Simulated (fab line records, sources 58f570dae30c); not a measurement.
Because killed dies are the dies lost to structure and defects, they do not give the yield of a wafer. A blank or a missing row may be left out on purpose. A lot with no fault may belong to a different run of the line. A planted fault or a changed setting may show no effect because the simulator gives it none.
Check for tools in common + flow berkeley cmos170 + 42 wafers sampled across 14 lots

## WHY IT WAS OPENED
On 2 of the 14 lots, a flag is raised at UCB170_V1_CD_MEAS_12 on the reading cd nm. Wafers without a fault read 700.2 nm, standard deviation 1.6.
Rule: a lot is flagged in two cases, either no wafer of it has a number, or all its wafers with numbers fall more than 4 standard deviations from that mean. As for the other lots, they are considered sound.

| lot  | measured     | on        | cd nm (nm), wafer by wafer | flag    |
|------|--------------|-----------|----------------------------|---------|
| L753 | day 7 16:26  | cd sem-02 | 703.2 701.4 701.2          |         |
| L752 | day 7 16:43  | cd sem-02 | 700.4 699.3 699.4          |         |
| L755 | day 7 21:19  | cd sem-02 | 699.7 700.2 698.8          |         |
| L754 | day 7 21:35  | cd sem-02 | 701.9 702.0 702.4          |         |
| L758 | day 8 21:08  | cd sem-01 | 729.2 729.6 730.5          | FLAGGED |
| L759 | day 9 14:20  | cd sem-01 | 732.0 730.8 732.2          | FLAGGED |
| L764 | day 10 06:05 | cd sem-02 | 699.5 699.3 699.8          |         |
| L767 | day 10 23:51 | cd sem-02 | 700.9 700.3 702.0          |         |
| L768 | day 11 00:09 | cd sem-01 | 701.0 700.0 701.5          |         |
| L770 | day 11 16:23 | cd sem-02 | 698.1 699.1 698.1          |         |
| L771 | day 11 22:07 | cd sem-02 | 697.9 698.4 698.6          |         |
| L772 | day 11 22:53 | cd sem-02 | 701.1 699.3 699.4          |         |
| L774 | day 12 02:44 | cd sem-01 | 701.8 702.2 701.2          |         |
| L775 | day 12 22:41 | cd sem-02 | 701.8 700.4 700.3          |         |
Average over the flagged lots: 730.7 nm; offset from the usual +30.5 nm, equal to +19 standard deviations.

## EACH LOT AND THE TOOL IT RAN ON
The record holds 2 process steps before the reading, out of a route of 331 steps. Every cell lists first the tool, next ch and the chambers used by the sampled wafers, and last the start.
| lot  | flag    | UCB170_M1_ETCH_11                  | UCB170_V1_PEB_10                  |
|------|---------|------------------------------------|-----------------------------------|
| L753 |         | rie diel-01 ch 0,1,3, day 7 07:10  | litho track-02 ch 0, day 7 16:10  |
| L752 |         | rie diel-01 ch 1,2,3, day 7 07:24  | litho track-04 ch 0, day 7 16:26  |
| L755 |         | rie diel-01 ch 0,2,3, day 7 15:43  | litho track-04 ch 0, day 7 21:02  |
| L754 |         | rie diel-04 ch 0,1, day 7 16:16    | litho track-03 ch 0, day 7 21:20  |
| L758 | FLAGGED | rie diel-02 ch 1,3, day 8 14:11    | litho track-02 ch 0, day 8 20:52  |
| L759 | FLAGGED | rie diel-02 ch 0,2,3, day 9 06:56  | litho track-02 ch 0, day 9 14:04  |
| L764 |         | rie diel-02 ch 2,3, day 9 20:49    | litho track-04 ch 0, day 10 05:49 |
| L767 |         | rie diel-02 ch 0,1,2, day 10 15:19 | litho track-03 ch 0, day 10 23:35 |
| L768 |         | rie diel-01 ch 0,2,3, day 10 14:29 | litho track-04 ch 0, day 10 23:53 |
| L770 |         | rie diel-02 ch 1,2,3, day 11 07:29 | litho track-04 ch 0, day 11 16:07 |
| L771 |         | rie diel-01 ch 1,2,3, day 11 15:44 | litho track-02 ch 0, day 11 21:51 |
| L772 |         | rie diel-04 ch 1,2,3, day 11 17:16 | litho track-02 ch 0, day 11 22:37 |
| L774 |         | rie diel-04 ch 1,2,3, day 11 20:17 | litho track-02 ch 0, day 12 02:28 |
| L775 |         | rie diel-01 ch 1,2, day 12 12:15   | litho track-02 ch 0, day 12 22:25 |
What the steps here do:
- UCB170_M1_ETCH_11: etches BARC in N2/H2.
- UCB170_V1_PEB_10
- UCB170_V1_CD_MEAS_12: target cd 700 nm.

## FLAGGED OVER TOTAL, TOOL BY TOOL (the gauges that took the reading come last)
| step                 | tool           | lots run | flagged | share of the flagged lots | sound lots run after its first flagged lot |
|----------------------|----------------|----------|---------|---------------------------|--------------------------------------------|
| UCB170_M1_ETCH_11    | rie diel-01    | 6        | 0       | none                      | -                                          |
| UCB170_M1_ETCH_11    | rie diel-02    | 5        | 2       | all                       | 3 (L764,L767,L770)                         |
| UCB170_M1_ETCH_11    | rie diel-04    | 3        | 0       | none                      | -                                          |
| UCB170_V1_PEB_10     | litho track-02 | 7        | 2       | all                       | 4 (L771,L772,L774,L775)                    |
| UCB170_V1_PEB_10     | litho track-03 | 2        | 0       | none                      | -                                          |
| UCB170_V1_PEB_10     | litho track-04 | 5        | 0       | none                      | -                                          |
| UCB170_V1_CD_MEAS_12 | cd sem-01      | 4        | 2       | all                       | 2 (L768,L774)                              |
| UCB170_V1_CD_MEAS_12 | cd sem-02      | 10       | 0       | none                      | -                                          |

## WHAT IS ALLOWED BY THE TABLE
rie diel-02 at UCB170_M1_ETCH_11, litho track-02 at UCB170_V1_PEB_10 and cd sem-01 at UCB170_V1_CD_MEAS_12: these 3 rows of the table ran every flagged lot.
- rie diel-02 at UCB170_M1_ETCH_11 ran 5 lots, 2 of them flagged. After the first flagged lot (L764, L767, L770), sound lots still ran on it; a lasting fault on the whole tool would not permit that.
- litho track-02 at UCB170_V1_PEB_10 ran 7 lots, 2 of them flagged. After the first flagged lot (L771, L772, L774, L775), sound lots still ran on it; a lasting fault on the whole tool would not permit that. Its own readings lie more than 4 standard deviations out on every wafer of the flagged lots: heater power total W, plate temp C.
- cd sem-01 at UCB170_V1_CD_MEAS_12 ran 4 lots, 2 of them flagged. After the first flagged lot (L768, L774), sound lots still ran on it; a lasting fault on the whole tool would not permit that.
Every row of the table either missed a flagged lot or ran a sound lot after the first.

## WHAT WAS PUT IN BY THE SIMULATOR
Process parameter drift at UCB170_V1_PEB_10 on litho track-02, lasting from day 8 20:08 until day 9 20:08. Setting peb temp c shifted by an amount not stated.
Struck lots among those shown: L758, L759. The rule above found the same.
